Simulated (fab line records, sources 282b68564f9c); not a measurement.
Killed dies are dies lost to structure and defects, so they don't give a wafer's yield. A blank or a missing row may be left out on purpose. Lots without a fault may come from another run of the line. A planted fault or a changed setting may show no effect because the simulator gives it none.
Which tool did it? | flow rit_cmos | 7 lots, 21 wafers sampled, at 2 steps of a route of 202

WHAT THE GAUGES READ, wafer by wafer
RIT_CONTACT_OVL_MEAS_09.
lot  | measured    | on         | CONTACT_OVL (nm)
L988 | day 3 13:07 | overlay-01 | -1.1 -1.7 -0.2
L991 | day 4 05:14 | overlay-01 | 1.2 0.3 1.7
L994 | day 4 19:08 | overlay-02 | -2.0 -1.8 -0.7
L996 | day 5 04:14 | overlay-02 | 1.3 -1.7 -1.2
L999 | day 5 22:26 | overlay-01 | 0.4 0.4 -2.0
L101 | day 6 07:41 | overlay-01 | 0.0 -1.0 1.1
L103 | day 6 14:50 | overlay-02 | -0.7 -0.3 -2.1

WHICH TOOL RAN EACH LOT (tool, then ch and the chambers of the sampled wafers, then the start)
lot  | RIT_REOX_OXIDATION_03
L988 | furnace-04 ch 0, day 2 23:31
L991 | furnace-01 ch 0, day 3 14:41
L994 | furnace-01 ch 0, day 4 04:28
L996 | furnace-01 ch 0, day 4 14:25
L999 | furnace-01 ch 0, day 5 07:25
L101 | furnace-04 ch 0, day 5 16:53
L103 | furnace-04 ch 0, day 6 00:46
- RIT_REOX_OXIDATION_03: target thk 25.2 nm, ox time 5580 s.

THE ANSWER, worked out from the rows above alone
Rule: what is usual is taken from the lots themselves. Put in order of their means at a reading, lots are off if they are a third of the lots or fewer, leave a main group of 4 or more, and stand apart from it by a gap of 3 or more times the standard deviation of the main group's means; of several such gaps the widest counts. A main group whose means are all the same, to the digits that the tables above print for the reading, isn't used. A lot without any number at a reading at which 4 lots or more have one is off too. The other lots that the step has rows for count as sound.
No lot is off at any reading shown: from this, nothing can be told.

WHAT THE SIMULATOR HAD PUT IN
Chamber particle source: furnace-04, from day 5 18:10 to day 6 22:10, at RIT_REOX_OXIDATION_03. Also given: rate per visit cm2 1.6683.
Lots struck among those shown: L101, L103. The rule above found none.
